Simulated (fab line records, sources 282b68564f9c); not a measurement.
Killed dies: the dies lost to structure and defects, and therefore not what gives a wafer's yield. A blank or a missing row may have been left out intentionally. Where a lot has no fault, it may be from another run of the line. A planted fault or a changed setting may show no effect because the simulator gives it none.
The tool behind it: which one? | flow rit-cmos | 21 wafers from 7 lots sampled at 2 of the route's 202 steps

== WHAT EACH GAUGE READ, for each wafer ==
RIT_REOX_THK_MEAS_04.
lot  | measured    | on            | REOX_OXIDE_THK (nm)
L523 | day 3 00:34 | film-metro-03 | 24.3 24.3 24.3
L525 | day 3 14:11 | film-metro-03 | 25.0 25.2 24.9
L527 | day 4 06:02 | film-metro-03 | 24.2 24.0 23.9
L529 | day 4 14:53 | film-metro-02 | 25.1 25.3 24.8
L532 | day 5 00:19 | film-metro-01 | 25.1 25.0 25.2
L537 | day 5 23:53 | film-metro-02 | 27.9 27.3 27.3
L544 | day 7 15:37 | film-metro-03 | 25.1 24.4 24.7

== WHAT TOOL EACH LOT RAN ON (gives the tool, then ch and the chambers of the sampled wafers, and finally the start) ==
lot  | RIT_REOX_OXIDATION_03
L523 | furnace-01 ch 0, day 2 22:01
L525 | furnace-03 ch 0, day 3 11:38
L527 | furnace-01 ch 0, day 4 03:29
L529 | furnace-03 ch 0, day 4 12:20
L532 | furnace-04 ch 0, day 4 21:44
L537 | furnace-03 ch 0, day 5 21:20
L544 | furnace-01 ch 0, day 7 13:03
- RIT_REOX_OXIDATION_03: target thk 25.2 nm, ox time 5580 s.

== THE ANSWER, worked out from the rows above alone ==
Rule: what is usual is taken from the lots themselves. The widest of any qualifying gaps counts: lots, ordered by their means at a reading, are off when they make up no more than a third of the lots, leave a main group of 4 or more, and stand apart from it by 3 or more times the standard deviation of that group's means. A main group is skipped when, at the precision printed for the reading in the tables above, its means are all equal. A lot without any number at a reading at which 4 lots or more have one is off too. Where the step has rows for the other lots, those lots are counted as sound.
Off: at RIT_REOX_THK_MEAS_04 (REOX_OXIDE_THK), L537. For the main group the mean is 24.7 nm and the standard deviation 0.41.
If a tool, at a process step before that reading, ran all the lots that are off and no sound lot after the first of them, it fits. Those tools and the gauges at RIT_REOX_THK_MEAS_04 are tried in the same way. 2 tools fit, furnace-03 at RIT_REOX_OXIDATION_03 and film-metro-02 at RIT_REOX_THK_MEAS_04, so this cannot tell which one it is.

== WHAT WAS PUT IN BY THE SIMULATOR ==
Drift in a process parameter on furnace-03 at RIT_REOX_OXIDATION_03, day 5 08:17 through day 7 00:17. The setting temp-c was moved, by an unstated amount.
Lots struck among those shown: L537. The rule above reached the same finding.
